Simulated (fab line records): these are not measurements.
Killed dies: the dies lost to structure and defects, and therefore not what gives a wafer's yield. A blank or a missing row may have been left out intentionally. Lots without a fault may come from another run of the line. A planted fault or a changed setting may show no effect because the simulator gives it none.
fab line records | flow ritCmos
record: lots: 14 | wafers: 42 | lastDay: 7
route steps=202 shown FOX1@20 M1@202
lots that met no fault: taken from a fault-free run of the same line
startH: hours from the record's opening day to when the first of the lot's shown wafers began | waitH: time in hours since the lot's previous step | " same as the row above | L1.1+2: a single row standing in for several wafers | - value missing, or start not given | * or withheld: withheld | < > ~ a bound
route shown NAME@n: NAME is a module with steps in the file, n the number in the route of the first one | usual: the fault-free wafers' mean and standard deviation | same: alike in all rows | chamber/n: place in a boat | sites: per-site readings | _std_site: how widely they spread, as a standard deviation | _edge_site: outer sites' mean less inner sites' | radiusMm: for every site, how far away it sits from the centre of the wafer | mask NAME#n: copy n | behind: tool/chamber where the wafer was last shaped | hold: cause of the lot's hold/its duration in hours/its outcome | device: names the non-switching transistor (n, p or np) | end of line: the same wafers' tests at the end of the route | step lacking rows: just its recipe | killed: dies lost to structure and defects at the first sort, not the wafer's yield | map: a wafer's dies, marking killed ones x, the rest . and places with no die _
set.NAME: setting as actually run; set.NAME@STEP: the setting as run at that earlier step | model.NAME: the simulator's own value behind a step, which no gauge read
one table for each step of the route and one row for each wafer, over a sample of lots
services: from which hour (startH, from the record's first day; less than 0 if before it) a tool's chamber was out of use, for how many hours, and why
== steps ==
step: RIT_FOX1_OXIDATION_00
recipe: tempC: 1100 | ambient: H2O | targetThkA: 3507 | pH2oTorr: 720 | oxTimeS: 1130
usual: oxTimeS: 1130/0
lot.wafer | tool       | chamber | startH | waitH | oxTimeS
L589.2    | furnace-03 | 0       | 17.01  | 1.1   | 1130
L589.4    | "          | 0       | "      | "     | 1130
L589.6    | "          | 0       | "      | "     | 1130
L590.3    | furnace-01 | 0       | 20.92  | 0.3   | 1130
L590.5    | "          | 0       | "      | "     | 1130
L590.6    | "          | 0       | "      | "     | 1130
L591.1    | furnace-01 | 0       | 25.63  | 0.0   | 1130
L591.2    | "          | 0       | "      | "     | 1130
L591.5    | "          | 0       | "      | "     | 1130
L593.1    | furnace-03 | 0       | 36.22  | 0.0   | 1130
L593.2    | "          | 0       | "      | "     | 1130
L593.6    | "          | 0       | "      | "     | 1130
L596.3    | furnace-03 | 0       | 52.66  | 0.0   | 1130
L596.5    | "          | 0       | "      | "     | 1130
L596.6    | "          | 0       | "      | "     | 1130
L599.1    | furnace-01 | 0       | 67.35  | 0.4   | 565
L599.4    | "          | 0       | "      | "     | 565
L599.5    | "          | 0       | "      | "     | 565
L601.1    | furnace-01 | 0       | 77.31  | 0.0   | 565
L601.5    | "          | 0       | "      | "     | 565
L601.6    | "          | 0       | "      | "     | 565
L602.1    | furnace-02 | 0       | 82.05  | 0.6   | 1130
L602.3    | "          | 0       | "      | "     | 1130
L602.4    | "          | 0       | "      | "     | 1130
L603.1    | furnace-03 | 0       | 87.84  | 0.0   | 1130
L603.2    | "          | 0       | "      | "     | 1130
L603.4    | "          | 0       | "      | "     | 1130
L605.1    | furnace-03 | 0       | 97.73  | 0.0   | 1130
L605.3    | "          | 0       | "      | "     | 1130
L605.5    | "          | 0       | "      | "     | 1130
L607.1    | furnace-03 | 0       | 107.48 | 0.0   | 1130
L607.5    | "          | 0       | "      | "     | 1130
L607.6    | "          | 0       | "      | "     | 1130
L609.3    | furnace-03 | 0       | 115.67 | 0.0   | 1130
L609.4    | "          | 0       | "      | "     | 1130
L609.5    | "          | 0       | "      | "     | 1130
L611.3    | furnace-03 | 0       | 125.52 | 0.0   | 1130
L611.4    | "          | 0       | "      | "     | 1130
L611.5    | "          | 0       | "      | "     | 1130
L612.2    | furnace-01 | 0       | 132.05 | 0.4   | 1130
L612.5    | "          | 0       | "      | "     | 1130
L612.6    | "          | 0       | "      | "     | 1130
step: RIT_FOX1_THK_MEAS_01
recipe: reads: SiO2_of_FOX1_OXIDATION_00
usual: FOX1_OXIDE_THK: 354/7.5
lot.wafer | tool         | chamber | startH | waitH | FOX1_OXIDE_THK[nm]
L589.2    | filmMetro-01 | -       | 18.34  | 0.0   | 351
L589.4    | "            | -       | "      | "     | 355
L589.6    | "            | -       | "      | "     | 356
L590.3    | filmMetro-01 | -       | 22.25  | 0.0   | 359
L590.5    | "            | -       | "      | "     | 358
L590.6    | "            | -       | "      | "     | 364
L591.1    | filmMetro-01 | -       | 26.95  | 0.0   | 356
L591.2    | "            | -       | "      | "     | 352
L591.5    | "            | -       | "      | "     | 352
L593.1    | filmMetro-01 | -       | 37.54  | 0.0   | 369
L593.2    | "            | -       | "      | "     | 369
L593.6    | "            | -       | "      | "     | 368
L596.3    | filmMetro-03 | -       | 54.00  | 0.0   | 361
L596.5    | "            | -       | "      | "     | 368
L596.6    | "            | -       | "      | "     | 364
L599.1    | filmMetro-01 | -       | 68.66  | 0.0   | 227
L599.4    | "            | -       | "      | "     | 232
L599.5    | "            | -       | "      | "     | 234
L601.1    | filmMetro-04 | -       | 78.63  | 0.0   | 239
L601.5    | "            | -       | "      | "     | 235
L601.6    | "            | -       | "      | "     | 233
L602.1    | filmMetro-03 | -       | 83.37  | 0.0   | 342
L602.3    | "            | -       | "      | "     | 343
L602.4    | "            | -       | "      | "     | 344
L603.1    | filmMetro-03 | -       | 89.16  | 0.0   | 363
L603.2    | "            | -       | "      | "     | 365
L603.4    | "            | -       | "      | "     | 363
L605.1    | filmMetro-03 | -       | 99.05  | 0.0   | 359
L605.3    | "            | -       | "      | "     | 354
L605.5    | "            | -       | "      | "     | 356
L607.1    | filmMetro-03 | -       | 108.79 | 0.0   | 352
L607.5    | "            | -       | "      | "     | 349
L607.6    | "            | -       | "      | "     | 345
L609.3    | filmMetro-03 | -       | 117.00 | 0.0   | 341
L609.4    | "            | -       | "      | "     | 340
L609.5    | "            | -       | "      | "     | 344
L611.3    | filmMetro-04 | -       | 126.86 | 0.0   | 354
L611.4    | "            | -       | "      | "     | 350
L611.5    | "            | -       | "      | "     | 348
L612.2    | filmMetro-03 | -       | 133.38 | 0.0   | 350
L612.5    | "            | -       | "      | "     | 357
L612.6    | "            | -       | "      | "     | 354
step: RIT_M1_PROBE_99
usual: killedAtContacts: 0.1/0.24 | killedAtFrontEnd: 7/3.1 | killedDies: 7/3.1 | killedOnRim: 1.8/1.4 | killedOpen: 3.3/2 | killedShort: 3.4/2.1
same: grossDies: 264 | killed_at_M0_to_M3: 0 | killed_at_M4_up: 0 | killedAtBackSide: 0 | killedAtOther: 0
lot.wafer | tool      | chamber | startH | waitH | killedAtContacts | killedAtFrontEnd | killedDies | killedOnRim | killedOpen | killedShort
L599.1    | prober-02 | -       | 110.41 | 0.1   | 0                | 7                | 7          | 3           | 1          | 6
L599.4    | prober-02 | -       | 110.56 | 0.2   | 0                | 7                | 7          | 2           | 2          | 5
L599.5    | prober-02 | -       | 110.61 | 0.2   | 0                | 6                | 6          | 2           | 1          | 5
L611.3    | prober-02 | -       | 170.48 | 0.2   | 0                | 3                | 3          | 1           | 1          | 2
L611.4    | prober-02 | -       | 170.53 | 0.2   | 0                | 3                | 3          | 0           | 1          | 2
L611.5    | prober-02 | -       | 170.58 | 0.2   | 0                | 5                | 5          | 0           | 3          | 2
killed by level:class
L599.1 FOX1:geometricParticle:short=2 GATE:geometricParticle:short=2 SILICIDE:geometricParticle:short=2 GATE:geometricParticle:open=1
L599.4 REOX:geometricParticle:short=2 FOX1:geometricParticle:short=1 GATE:geometricParticle:short=1 GATE:geometricParticle:open=1 SPACER:geometricParticle:open=1 SILICIDE:geometricParticle:short=1
L599.5 SILICIDE:geometricParticle:short=3 REOX:geometricParticle:short=2 REOX:geometricParticle:open=1
L611.3 SPACER:geometricParticle:short=2 FOX1:geometricParticle:open=1
L611.4 SPACER:geometricParticle:short=1 SILICIDE:geometricParticle:open=1 SILICIDE:geometricParticle:short=1
L611.5 SILICIDE:geometricParticle:short=2 FOX1:geometricParticle:open=1 GATE:geometricParticle:open=1 SILICIDE:geometricParticle:open=1
== services ==
tool       | chamber | startH | hours | kind
furnace-03 | -       | 6.85   | 3.5   | pm
furnace-01 | -       | 29.84  | 4.3   | pm
furnace-03 | -       | 94.24  | 2.5   | pm
furnace-01 | -       | 108.52 | 3.8   | pm
== key ==
firstSign: step: RIT_FOX1_OXIDATION_00 | reading: oxTimeS | direction: down | sigmas: 99+ | usual: * | struck: *
effect: step: RIT_FOX1_THK_MEAS_01 | reading: FOX1_OXIDE_THK | direction: down | sigmas: 16 | usual: 354 | struck: 233
metAt RIT_FOX1_OXIDATION_00
struckLots L599,L601
testerLeftOut L599,L601
onsetBetween 25.63 67.35
fault: kind: processParameterDrift | tool: furnace-01 | chamber: - | onsetH: 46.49 | steps: RIT_FOX1_OXIDATION_00 | channel: oxTimeS | offset: * | shape: step | endH: 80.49 | actsIn: * | stated: *
testerLeftOut: of these lots the tester's yield and bins aren't shown, on N5 and GAA mostly nor the transistor test; their killed dies are dies lost to structure and defects alone, not to doping, threshold or leakage, so they don't give the yield
